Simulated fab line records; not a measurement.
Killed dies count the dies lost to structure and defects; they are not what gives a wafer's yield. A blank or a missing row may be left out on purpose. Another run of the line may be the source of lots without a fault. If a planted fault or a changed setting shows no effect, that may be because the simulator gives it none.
The same fault as seen by 2 desks :: flow berkeley cmos170 :: what lay behind the numbers comes last; until then each desk has only its own

== FOR THE TOOL OWNER'S DESK: rie diel-02 ==
The tool's own readings at UCB170_V1_ETCH_14 (etches SiO2 in CHF3/CF4/Ar, stops on Al, target depth 1250 nm, time 291 s): means of the sampled wafers that have a number, for each lot that ran on this tool. If a lot's mean is further than 4 standard deviations from the usual mean, the lot is out of limits and carries the mark OUT (the distance appears in the brackets).
Columns: A = drypump motor current A at UCB170_V1_ETCH_14, usual 5.7 A; B = oes product au at UCB170_V1_ETCH_14, usual 0.874 a.u.; C = throttle valve pct at UCB170_V1_ETCH_14, usual 6.96 %
lot: L196
first seen here: day 8 01:45
A: 5.7
B: 0.869
C: 6.99

lot: L199
first seen here: day 9 04:14
A: 5.4
B: 0.877
C: 6.90

lot: L204
first seen here: day 11 02:01
A: 5.3
B: 0.884
C: 6.87

lot: L206
first seen here: day 11 03:05
A: 5.2
B: 0.884
C: 6.87

lot: L211
first seen here: day 12 05:52
A: 5.6
B: 0.904
C: 6.92
Result from this desk: across the 5 lots, nothing is out of limits.

== FROM THE METROLOGY DESK ==
Means of the sampled wafers that have a number, per lot and without regard to the tool the lot ran on: this is what the gauges read. If a lot's mean is further than 4 standard deviations from the usual mean, the lot is out of limits and carries the mark OUT (the distance appears in the brackets).
Columns: A = SILICIDE_TI_RS at UCB170_SILICIDE_RS_MEAS_02, usual 26.1 ohm/sq; B = M2_AL_RS at UCB170_M2_RS_MEAS_02, usual 0.0322 ohm/sq
lot: L196
first seen here: day 7 13:10
A: 26.5
B: 0.0325

lot: L194
first seen here: day 7 13:19
A: 26.3
B: 0.0324

lot: L195
first seen here: day 7 13:44
A: 26.7
B: 0.0322

lot: L199
first seen here: day 8 15:34
A: 25.7
B: 0.0327

lot: L198
first seen here: day 8 15:49
A: 26.0
B: 0.0318

lot: L202
first seen here: day 9 05:34
A: 25.9
B: 0.0319

lot: L200
first seen here: day 9 05:52
A: 26.1
B: 0.0319

lot: L205
first seen here: day 10 13:36
A: 26.5
B: 0.0322

lot: L204
first seen here: day 10 13:51
A: 25.9
B: 0.0320

lot: L206
first seen here: day 10 14:01
A: 26.3
B: 0.0322

lot: L209
first seen here: day 11 06:41
A: 26.5
B: 0.0321

lot: L211
first seen here: day 11 17:34
A: 26.0
B: 0.0327

lot: L215
first seen here: day 13 00:11
A: 26.2
B: 0.0321
Result from this desk: across the 13 lots, nothing is out of limits.

== BROUGHT TOGETHER ==
The desk of the tool owner found nothing out of limits.
From the metrology desk's view, nothing was out of limits.

== WHAT THE SIMULATOR PUT IN ==
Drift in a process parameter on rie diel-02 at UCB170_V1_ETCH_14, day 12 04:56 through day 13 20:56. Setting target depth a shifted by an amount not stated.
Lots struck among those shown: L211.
